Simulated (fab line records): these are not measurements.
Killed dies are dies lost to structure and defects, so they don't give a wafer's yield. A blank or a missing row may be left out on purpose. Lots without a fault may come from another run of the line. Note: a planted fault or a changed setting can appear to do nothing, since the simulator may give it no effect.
A struck lot beside a sound one -- flow rit_cmos -- 39 out of 202 route steps
Sound: the wafers L544.1, L544.2, L544.6. The struck wafers were L540.2, L540.4, L540.5. The cause is given at the end.
Per side, at each step with rows, come the tool, then ch with its chambers, and then its first start. Under that, the readings that differ: sound wafers -- struck wafers -- difference of the means -- sigmas: that difference in standard deviations of wafers without a fault.
alike: a reading whose means differ by less than 2 such deviations, as well as words and numbers matching on both sides. not compared: withheld readings; readings where some wafer has no value; bounds like >300 that might hide an equal value; numbers whose values overlap and for which the record gives no deviation.
Wherever a step has rows on one side only, a row that says differs or no value, or a row with sigmas, the two part there. Non-overlapping numbers with no deviation appear without sigmas and do not part them. Lack of a reading on every wafer of one side parts them only where that side has two or more wafers.

first, 3 steps without rows for these wafers: RIT_GATE_EXPOSE_13 (exposes mask M6, target cd 150 nm); RIT_GATE_PEB_14; RIT_GATE_DEVELOP_15 (develop time 50 s).
RIT_GATE_CD_MEAS_16: target cd 150 nm.
  sound: cd_sem-01 at day 7 10:49; struck: cd_sem-02 at day 6 07:43
  alike: cd_nm
RIT_GATE_OVL_MEAS_17:
  sound: overlay-01 at day 7 10:56; struck: overlay-01 at day 6 07:50
  alike: GATE_OVL
then, 1 step without rows for these wafers: RIT_GATE_HARDBAKE_18 (time 60 s).
RIT_GATE_ETCH_19: etches poly-Si in SF6/CHF3/O2, stops on SiO2, time 165 s, target depth 312.5 nm.
  sound on rie_si-01 ch 1,2, day 7 11:07; struck on rie_si-01 ch 1,2, day 6 08:01
  alike: SF6_flow_sccm, drypump_motor_current_A, oes_product_au, throttle_valve_pct
  not compared: rf_hours_counter_h
RIT_GATE_STRIP_20: strips in O2, time 180 s.
  sound on plasma_asher-04 ch 0,1, day 7 11:13; struck on plasma_asher-04 ch 0,1, day 6 08:07
  alike: drypump_motor_current_A
  not compared: rf_hours_counter_h
RIT_GATE_CD_MEAS_90: target cd 150 nm.
  sound: cd_sem-02 at day 7 11:24; struck: cd_sem-02 at day 6 08:19
  alike: cd_nm
then, 3 steps without rows for these wafers: RIT_REOX_CLEAN_00 (cleans in SC1, time 600 s); RIT_REOX_CLEAN_01 (cleans in dHF, time 30 s); RIT_REOX_CLEAN_02 (cleans in SC2, time 600 s).
RIT_REOX_OXIDATION_03: target thk 25.2 nm, ox time 5580 s.
  sound on furnace-01 ch 0, day 7 13:03; struck on furnace-03 ch 0, day 6 09:31
reading,sound,struck,difference,sigmas
spike_tc_centre_C (C),899.2 900.3 898.5,915.7 914.7 914.2,+15.5,+6
spike_tc_load_C (C),925.9 926.8 927.2,938.6 939.2 938.9,+12.3,+8
spike_tc_source_C (C),924.2 922.4 924.3,934.6 932.9 933.1,+9.9,+6
model.SiO2_of_REOX_OXIDATION_03.thk_nm (nm),25.07 24.81 24.84,27.22 27.22 27.41,+2.38,
RIT_REOX_THK_MEAS_04:
  sound: film_metro-03 at day 7 15:36; struck: film_metro-01 at day 6 12:04
reading,sound,struck,difference,sigmas
REOX_OXIDE_THK (nm),25.1 24.8 24.8,27.2 27.2 27.4,+2.4,+4
then, 6 steps without rows for these wafers: RIT_NLDD_HMDS_00 (prime time 60 s); RIT_NLDD_COAT_01 (resist thk 1000 nm); RIT_NLDD_SOFTBAKE_02 (time 60 s); RIT_NLDD_EXPOSE_03 (exposes mask M7, target cd 40700 nm); RIT_NLDD_PEB_04; RIT_NLDD_DEVELOP_05 (develop time 50 s).
RIT_NLDD_OVL_MEAS_06:
  sound: overlay-01 at day 7 16:32; struck: overlay-01 at day 6 12:59
  alike: NLDD_OVL
then, 2 steps without rows for these wafers: RIT_NLDD_HARDBAKE_07 (time 60 s); RIT_NLDD_IMPLANT_08.
RIT_NLDD_STRIP_09: strips in O2, time 180 s.
  sound on plasma_asher-04 ch 0,1, day 7 16:52; struck on plasma_asher-04 ch 0, day 6 13:19
  alike: drypump_motor_current_A
  not compared: rf_hours_counter_h
RIT_NLDD_TW_MEAS_10:
  sound: film_metro-01 at day 7 17:02; struck: film_metro-03 at day 6 13:29
reading,sound,struck,difference,sigmas
NLDD_TW,2533 2521 2514,2489 2491 2482,-35,-2
then, 6 steps without rows for these wafers: RIT_PLDD_HMDS_00 (prime time 60 s); RIT_PLDD_COAT_01 (resist thk 1000 nm); RIT_PLDD_SOFTBAKE_02 (time 60 s); RIT_PLDD_EXPOSE_03 (exposes mask M8, target cd 40900 nm); RIT_PLDD_PEB_04; RIT_PLDD_DEVELOP_05 (develop time 50 s).
RIT_PLDD_OVL_MEAS_06:
  sound: overlay-01 at day 7 17:57; struck: overlay-01 at day 6 14:24
  alike: PLDD_OVL
then, 2 steps without rows for these wafers: RIT_PLDD_HARDBAKE_07 (time 60 s); RIT_PLDD_IMPLANT_08.
RIT_PLDD_STRIP_09: strips in O2, time 180 s.
  sound on plasma_asher-04 ch 0,1, day 7 18:17; struck on plasma_asher-01 ch 0,1, day 6 14:44
  alike: drypump_motor_current_A
  not compared: rf_hours_counter_h
RIT_PLDD_TW_MEAS_10:
  sound: film_metro-04 at day 7 18:28; struck: film_metro-01 at day 6 14:55
reading,sound,struck,difference,sigmas
PLDD_TW,2348 2349 2342,2374 2381 2378,+31,+2
RIT_SPACER_CLEAN_00: cleans in SC1, time 600 s.
  sound on wet_bench-03 ch 0, day 7 18:31; struck on wet_bench-03 ch 1, day 6 14:58
reading,sound,struck,difference,sigmas
model.SiO2_of_REOX_OXIDATION_03.thk_nm (nm),23.1 22.87 22.89,25.12 25.12 25.29,+2.22,
then, 1 step without rows for these wafers: RIT_SPACER_CLEAN_01 (cleans in dHF, time 30 s).
RIT_M1_PROBE_99:
  only the struck wafers here have rows in the record (prober-02, day 7 04:02); the sound ones have none

## WHERE THEY PART
Earliest at RIT_REOX_OXIDATION_03; latest, in this record, at RIT_M1_PROBE_99.

WHY: the cause the simulator had injected
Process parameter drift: furnace-03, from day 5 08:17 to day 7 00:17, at RIT_REOX_OXIDATION_03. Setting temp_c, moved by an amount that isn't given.
